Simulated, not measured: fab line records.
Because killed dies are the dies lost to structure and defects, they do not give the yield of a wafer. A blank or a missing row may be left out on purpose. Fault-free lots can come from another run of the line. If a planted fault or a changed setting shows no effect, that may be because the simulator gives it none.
What tool caused it? -- flow ritCmos -- 36 wafers from 12 lots sampled at 3 of the route's 202 steps

WHAT THE GAUGES READ, wafer by wafer
RIT_SILICIDE_RS_MEAS_02: measurement is done with a four-point probe. Usual: for SILICIDE_TI_RS the level is 47.8 ohm/sq and the standard deviation is 0.6.
lot,measured,on,SILICIDE_TI_RS (ohm/sq),flag
L235,day 3 13:26,filmMetro-04,47.5 47.8 47.7,
L236,day 3 17:44,filmMetro-04,47.8 48.0 48.0,
L237,day 3 22:51,filmMetro-04,47.8 48.3 47.9,
L238,day 4 04:56,filmMetro-01,47.8 48.0 48.3,
L239,day 4 11:37,filmMetro-01,48.0 48.0 48.5,
L240,day 4 14:02,filmMetro-04,48.9 48.7 49.3,
L243,day 5 02:23,filmMetro-02,47.8 47.4 47.7,
L244,day 5 06:50,filmMetro-01,47.1 66.0 47.1,OFF
L251,day 6 16:40,filmMetro-02,48.3 48.2 48.9,
L253,day 7 02:19,filmMetro-02,47.7 48.0 47.5,
L255,day 7 10:38,filmMetro-01,48.7 48.4 48.7,
L257,day 8 00:28,filmMetro-01,47.9 47.7 47.9,

RIT_SILICIDE_THK_MEAS_03: measures by xrf. Usual: for SILICIDE_TI_THK the level is 30.6 nm and the standard deviation is 0.38.
lot,measured,on,SILICIDE_TI_THK (nm),flag
L235,day 3 13:33,filmMetro-04,30.5 30.4 30.3,
L236,day 3 17:52,filmMetro-04,30.4 30.3 30.3,
L237,day 3 22:58,filmMetro-04,30.5 30.1 30.3,
L238,day 4 05:03,filmMetro-01,30.8 30.9 30.8,
L239,day 4 11:44,filmMetro-01,30.7 30.9 30.6,
L240,day 4 14:07,filmMetro-04,29.7 29.9 29.5,
L243,day 5 02:29,filmMetro-02,30.8 31.0 30.8,
L244,day 5 06:57,filmMetro-01,31.1 23.9 31.3,OFF
L251,day 6 16:47,filmMetro-02,30.5 30.5 30.4,
L253,day 7 02:26,filmMetro-02,30.8 30.5 30.6,
L255,day 7 10:44,filmMetro-01,30.6 30.7 30.6,
L257,day 8 00:34,filmMetro-01,30.8 31.0 30.8,

WHAT TOOL EACH LOT RAN ON (gives the tool, then ch and the chambers of the sampled wafers, and finally the start)
lot,RIT_SILICIDE_SPUTTER_01
L235,"pvdSputter-01, day 3 13:17"
L236,"pvdSputter-03, day 3 17:35"
L237,"pvdSputter-01, day 3 22:42"
L238,"pvdSputter-03, day 4 04:46"
L239,"pvdSputter-01, day 4 11:28"
L240,"pvdSputter-03, day 4 13:49"
L243,"pvdSputter-02, day 5 02:10"
L244,"pvdSputter-03, day 5 06:41"
L251,"pvdSputter-02, day 6 16:31"
L253,"pvdSputter-02, day 7 02:10"
L255,"pvdSputter-02, day 7 10:27"
L257,"pvdSputter-02, day 8 00:17"
- RIT_SILICIDE_SPUTTER_01: material Ti, target thk 30 nm, time 240 s.

AS READ BY THE TOOLS THEMSELVES (means over the sampled wafers that have a number; for cases with no such wafer, the mark the record gives instead)
RIT_SILICIDE_SPUTTER_01. Usual: throttleValvePct 29.7 %, standard deviation 0.82.
lot,tool,throttleValvePct (%),flag
L235,pvdSputter-01,29.3,
L236,pvdSputter-03,29.6,
L237,pvdSputter-01,29.5,
L238,pvdSputter-03,29.1,
L239,pvdSputter-01,28.4,
L240,pvdSputter-03,29.2,
L243,pvdSputter-02,30.6,
L244,pvdSputter-03,29.6,
L251,pvdSputter-02,30.5,
L253,pvdSputter-02,30.0,
L255,pvdSputter-02,30.1,
L257,pvdSputter-02,30.5,

THE ANSWER, worked out from the rows above alone
Rule: lot off if the mean of its wafers having a number is beyond 3 standard deviations from the usual mean. A lot without any number at a reading at which 4 lots or more have one is off too. Any other lot the step has rows for is counted as sound. Order of review: gauges by route order, followed by the tools' own readings, for which a lot's mean as printed above is used. The first step at which some lot is off is used, and at that step the reading that is off furthest; a lot without a number counts as furthest.
Off: L244, at RIT_SILICIDE_RS_MEAS_02 (SILICIDE_TI_RS).
If a tool, at a process step before that reading, ran all the lots that are off and no sound lot after the first of them, it fits. The gauges at RIT_SILICIDE_RS_MEAS_02 are tried like those tools. One fits: RIT_SILICIDE_SPUTTER_01 on pvdSputter-03. Its last sound lot is L240 (day 4 13:49), its first lot that is off L244 (day 5 06:41): a fault that began between those two fits.

WHAT HAD BEEN PUT IN BY THE SIMULATOR
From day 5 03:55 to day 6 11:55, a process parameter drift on pvdSputter-03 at RIT_SILICIDE_SPUTTER_01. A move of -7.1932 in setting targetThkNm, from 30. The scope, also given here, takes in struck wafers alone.
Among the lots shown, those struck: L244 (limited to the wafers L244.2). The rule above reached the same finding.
